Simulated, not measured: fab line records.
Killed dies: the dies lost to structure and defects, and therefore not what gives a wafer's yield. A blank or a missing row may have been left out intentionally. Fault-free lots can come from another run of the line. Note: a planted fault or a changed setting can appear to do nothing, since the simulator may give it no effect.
Lot-split experiment / flow berkeley_cmos170 / 5 lots, 23 wafers read, on a route of 331 steps

== ON THE SPLIT ==
At UCB170_M2_COAT_10 (resist thk 900 nm), the setting resist_thk_nm was moved away from the recipe's 900 nm on 4 of the 23 wafers read, by +2.0% to +3.1%. For the rest of the wafers, this setting stayed at what the recipe calls for.

The reading is taken at the split's own step.

== THE READING ==
KrF_of_M2_COAT_10.thk_nm (the simulator's own value, which no gauge read), in nm, at UCB170_M2_COAT_10 (resist thk 900 nm). The file does not state a usual value for it. Average 899.6 nm, standard deviation 3.8 nm, over the 19 wafers here run with the recipe.

wafer=L077.1; tool, chamber at the split=litho_track-03, 0; resist_thk_nm as run, nm=900; against the recipe=recipe; KrF_of_M2_COAT_10.thk_nm, nm=900.4; against lot-mates on the recipe=-
wafer=L077.2; tool, chamber at the split=litho_track-03, 0; resist_thk_nm as run, nm=900; against the recipe=recipe; KrF_of_M2_COAT_10.thk_nm, nm=903.5; against lot-mates on the recipe=-
wafer=L077.4; tool, chamber at the split=litho_track-03, 0; resist_thk_nm as run, nm=900; against the recipe=recipe; KrF_of_M2_COAT_10.thk_nm, nm=902.7; against lot-mates on the recipe=-
wafer=L077.5; tool, chamber at the split=litho_track-03, 0; resist_thk_nm as run, nm=900; against the recipe=recipe; KrF_of_M2_COAT_10.thk_nm, nm=903.8; against lot-mates on the recipe=-
wafer=L077.6; tool, chamber at the split=litho_track-03, 0; resist_thk_nm as run, nm=900; against the recipe=recipe; KrF_of_M2_COAT_10.thk_nm, nm=905.5; against lot-mates on the recipe=-
wafer=L076.1; tool, chamber at the split=litho_track-04, 0; resist_thk_nm as run, nm=900; against the recipe=recipe; KrF_of_M2_COAT_10.thk_nm, nm=896.6; against lot-mates on the recipe=-
wafer=L076.2; tool, chamber at the split=litho_track-04, 0; resist_thk_nm as run, nm=927.6; against the recipe=+3.1%; KrF_of_M2_COAT_10.thk_nm, nm=925.8; against lot-mates on the recipe=+27.3
wafer=L076.3; tool, chamber at the split=litho_track-04, 0; resist_thk_nm as run, nm=927.6; against the recipe=+3.1%; KrF_of_M2_COAT_10.thk_nm, nm=927.6; against lot-mates on the recipe=+29.1
wafer=L076.5; tool, chamber at the split=litho_track-04, 0; resist_thk_nm as run, nm=900; against the recipe=recipe; KrF_of_M2_COAT_10.thk_nm, nm=899.3; against lot-mates on the recipe=-
wafer=L076.6; tool, chamber at the split=litho_track-04, 0; resist_thk_nm as run, nm=900; against the recipe=recipe; KrF_of_M2_COAT_10.thk_nm, nm=899.5; against lot-mates on the recipe=-
wafer=L078.2; tool, chamber at the split=litho_track-02, 0; resist_thk_nm as run, nm=900; against the recipe=recipe; KrF_of_M2_COAT_10.thk_nm, nm=893.7; against lot-mates on the recipe=-
wafer=L078.3; tool, chamber at the split=litho_track-02, 0; resist_thk_nm as run, nm=900; against the recipe=recipe; KrF_of_M2_COAT_10.thk_nm, nm=893; against lot-mates on the recipe=-
wafer=L078.4; tool, chamber at the split=litho_track-02, 0; resist_thk_nm as run, nm=900; against the recipe=recipe; KrF_of_M2_COAT_10.thk_nm, nm=896.4; against lot-mates on the recipe=-
wafer=L078.5; tool, chamber at the split=litho_track-02, 0; resist_thk_nm as run, nm=900; against the recipe=recipe; KrF_of_M2_COAT_10.thk_nm, nm=894.4; against lot-mates on the recipe=-
wafer=L078.6; tool, chamber at the split=litho_track-02, 0; resist_thk_nm as run, nm=900; against the recipe=recipe; KrF_of_M2_COAT_10.thk_nm, nm=893.4; against lot-mates on the recipe=-
wafer=L081.2; tool, chamber at the split=litho_track-04, 0; resist_thk_nm as run, nm=918.3; against the recipe=+2.0%; KrF_of_M2_COAT_10.thk_nm, nm=918.8; against lot-mates on the recipe=+16.6
wafer=L081.3; tool, chamber at the split=litho_track-04, 0; resist_thk_nm as run, nm=900; against the recipe=recipe; KrF_of_M2_COAT_10.thk_nm, nm=903.1; against lot-mates on the recipe=-
wafer=L081.4; tool, chamber at the split=litho_track-04, 0; resist_thk_nm as run, nm=900; against the recipe=recipe; KrF_of_M2_COAT_10.thk_nm, nm=902.1; against lot-mates on the recipe=-
wafer=L081.5; tool, chamber at the split=litho_track-04, 0; resist_thk_nm as run, nm=900; against the recipe=recipe; KrF_of_M2_COAT_10.thk_nm, nm=901.3; against lot-mates on the recipe=-
wafer=L081.6; tool, chamber at the split=litho_track-04, 0; resist_thk_nm as run, nm=918.3; against the recipe=+2.0%; KrF_of_M2_COAT_10.thk_nm, nm=920.8; against lot-mates on the recipe=+18.6
wafer=L084.3; tool, chamber at the split=litho_track-04, 0; resist_thk_nm as run, nm=900; against the recipe=recipe; KrF_of_M2_COAT_10.thk_nm, nm=901.1; against lot-mates on the recipe=-
wafer=L084.5; tool, chamber at the split=litho_track-04, 0; resist_thk_nm as run, nm=900; against the recipe=recipe; KrF_of_M2_COAT_10.thk_nm, nm=901; against lot-mates on the recipe=-
wafer=L084.6; tool, chamber at the split=litho_track-04, 0; resist_thk_nm as run, nm=900; against the recipe=recipe; KrF_of_M2_COAT_10.thk_nm, nm=900.8; against lot-mates on the recipe=-

FIT RESULTS
A straight line over all 23 wafers: KrF_of_M2_COAT_10.thk_nm changes by +9.17 nm for each +1% of resist_thk_nm; r = +0.93; the points scatter about the line by 3.6 nm.
The same after taking each lot's own level away (the mean of its wafers on the recipe; 23 wafers): +9.05 nm for each +1%; r = +0.99; scatter 1.3 nm.
According to that fit, moving resist_thk_nm by its largest amount changes the reading by 28 nm.
The span of the lots' own levels, 894.18 to 903.18 nm, comes to 2.4 times the standard deviation stated above.
The two slopes are in agreement: the lot-to-lot level therefore moves the slope only a little.
Check: for one of the wafers moved furthest among these (+3.1%), held out of the fit, the line's prediction against its lot-mates is +28 nm. Against them it came out at +27.3 nm.

== OTHER SPLITS ON THESE WAFERS ==
Before the reading, these wafers also passed through other splits. Each is held against what the fit with the lots' levels taken away leaves over:
other split on the same wafers=UCB170_CONTACT_PEB_13 peb_temp_c; wafers away from the commonest value=7; r with KrF_of_M2_COAT_10.thk_nm (lot level and that fit taken away)=+0.01
other split on the same wafers=UCB170_M1_SPUTTER_00 power_w; wafers away from the commonest value=11; r with KrF_of_M2_COAT_10.thk_nm (lot level and that fit taken away)=-0.01
other split on the same wafers=UCB170_M1_METAL_ETCH_12 icp_w; wafers away from the commonest value=5; r with KrF_of_M2_COAT_10.thk_nm (lot level and that fit taken away)=-0.19

== THE FILE'S OWN FIT ==
KrF_of_M2_COAT_10.thk_nm changes by +9.04 nm for each +1% of resist_thk_nm, r = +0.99.
